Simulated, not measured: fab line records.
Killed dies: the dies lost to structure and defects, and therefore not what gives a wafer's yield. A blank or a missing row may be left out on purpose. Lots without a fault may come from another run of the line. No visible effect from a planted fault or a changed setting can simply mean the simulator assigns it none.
Problem report in the 8D (eight disciplines) form, filled by code	flow berkeleyCmos170	the parts of the form that need people (team, actions taken, sign-off) are left out

1. WHAT WENT WRONG
Mean of beamEnergyKeV at UCB170_NWELL_IMPLANT_14: 142.62 across 9 wafers in 3 lots; on wafers with no fault it is 149.99 (standard deviation 0.045). That is -99 or more standard deviations from the usual mean.
First seen on wafer L350.2, day 5 13:41, on implanter-03. The record holds 21 wafers of 7 lots with a number at this step. Rule for "out", or "out of limits": more than 4 standard deviations from the usual mean. Any other wafer with a number is counted as sound.

2. WHAT THIS IS AND IS NOT
question	is	is not
which readings at this step	beamEnergyKeV	-
which lots	L350, L352, L356	L341, L345, L349, L358
which wafers of those lots	all that have a number	-
read on which tools	implanter-03	implanter-04
when	from day 5 13:41	up to then (6 sound wafers); but 6 sound wafers of L349, L358 came after

3. SUSPECTS, AND WHAT RULES EACH OUT
Counting: a tool at any process step up to the reading remains a suspect when it ran all the lots that are out and ran no sound lot after the first of those.
- rieDiel-03 at UCB170_NWELL_ETCH_13 (etches Si3N4 in CH3F/Ar/O2, stops on SiO2, target depth 246.4 nm, time 154 s): kept. It ran every lot that is out, first L350 (day 5 13:33), and no sound lot after that.
- implanter-03 at UCB170_NWELL_IMPLANT_14: kept. All lots that are out passed through it, beginning with L350 at day 5 13:41, and no sound lot followed; its final sound lot before that point was L345 at day 5 00:20. Its own readings are out on those wafers: beamEnergyKeV.
What counting leaves: rieDiel-03 at UCB170_NWELL_ETCH_13 and implanter-03 at UCB170_NWELL_IMPLANT_14.

4. THE CAUSE (what the simulator had put in)
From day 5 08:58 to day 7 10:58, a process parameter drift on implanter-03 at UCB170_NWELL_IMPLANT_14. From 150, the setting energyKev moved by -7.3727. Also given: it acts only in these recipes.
Counting leaves 2 suspects; this tool is one of them.

5. THE CHAIN OF EFFECTS, in route order
Each row: a reading where the mean over the struck wafers with a number is more than 3 standard deviations away from the usual. Only readings for which the record gives a usual standard deviation are gone through. hours: the time from each lot's start at the first step in this table that gives one to its start at this step, as a median over the lots. sigmas: the change in usual standard deviations.
hours	step	reading	usual	on struck wafers	change	sigmas
0	UCB170_NWELL_IMPLANT_14	beamEnergyKeV	149.99	142.62	-7.37	-99 or more
Here are the process steps it includes:
- UCB170_NWELL_IMPLANT_14

6. WHAT WOULD HAVE CAUGHT IT SOONER
In this record the first reading out of limits was taken at day 5 13:41, 5 hours after the fault began at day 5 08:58.
